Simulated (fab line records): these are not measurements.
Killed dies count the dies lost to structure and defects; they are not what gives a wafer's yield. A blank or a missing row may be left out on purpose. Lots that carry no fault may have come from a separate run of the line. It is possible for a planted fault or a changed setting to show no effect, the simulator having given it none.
Struck lot and sound lot, side by side -- flow rit-cmos -- 15 out of 202 route steps
Sound: wafers L299.2, L299.3, L299.6. Wafers L312.1, L312.3, L312.5 were the ones struck. The cause comes at the end.
Order at every step that has rows: each side's tool, ch and its chambers, its first start. Under that, the readings that differ: sound wafers -- struck wafers -- difference of the means -- sigmas: that difference in standard deviations of wafers without a fault.
alike: same words and numbers on both sides, and readings whose means sit less than 2 such deviations apart. not compared: any withheld reading, any reading some wafer has no value for, any bound like >300 that may hide the same value, and any number with overlapping values for which the record gives no deviation.
Wherever a step has rows on one side only, a row that says differs or no value, or a row with sigmas, the two part there. When numbers do not overlap yet have no deviation, they are printed without sigmas and do not part them. A reading that every wafer of one side lacks parts them only if that side has two wafers or more.

first, 2 steps without rows for these wafers: RIT_NLDD_PEB_04; RIT_NLDD_DEVELOP_05 (develop time 50 s).
RIT_NLDD_OVL_MEAS_06:
  sound on overlay-02, day 3 09:31; struck on overlay-02, day 6 07:48
  alike: NLDD_OVL
then, 2 steps without rows for these wafers: RIT_NLDD_HARDBAKE_07 (time 60 s); RIT_NLDD_IMPLANT_08.
RIT_NLDD_STRIP_09: strips in O2, time 180 s.
  sound on plasma-asher-01 ch 0,1, day 3 09:51; struck on plasma-asher-03 ch 0,1, day 6 08:08
  alike: drypump-motor-current-A
  not compared: rf-hours-counter-h
RIT_NLDD_TW_MEAS_10:
  sound on film-metro-03, day 3 10:02; struck on film-metro-04, day 6 08:19
reading,sound,struck,difference,sigmas
NLDD_TW,2517 2509 2527,2564 2566 2535,+37,+2
then, 5 steps without rows for these wafers: RIT_PLDD_HMDS_00 (prime time 60 s); RIT_PLDD_COAT_01 (resist thk 1000 nm); RIT_PLDD_SOFTBAKE_02 (time 60 s); RIT_PLDD_EXPOSE_03 (exposes mask M8, target cd 40900 nm); RIT_PLDD_PEB_04.
RIT_PLDD_DEVELOP_05: develop time 50 s.
  sound on litho-track-01 ch 0, day 3 10:00; struck on litho-track-02 ch 0, day 6 09:00
reading,sound,struck,difference,sigmas
developer-temp-C (C),22.88 23.04 22.97,22.19 22.00 22.18,-0.84,-8
  alike: chill-plate-temp-C
RIT_PLDD_OVL_MEAS_06:
  sound on overlay-01, day 3 10:59; struck on overlay-01, day 6 09:21
  alike: PLDD_OVL
following that, these wafers have no rows for 1 step: RIT_M1_PROBE_99.

## WHERE THEY PART
Earliest at RIT_NLDD_TW_MEAS_10; latest, in this record, at RIT_PLDD_DEVELOP_05. Later steps at which nothing parts them and some readings are alike: RIT_PLDD_OVL_MEAS_06.

WHY: what the simulator had put in
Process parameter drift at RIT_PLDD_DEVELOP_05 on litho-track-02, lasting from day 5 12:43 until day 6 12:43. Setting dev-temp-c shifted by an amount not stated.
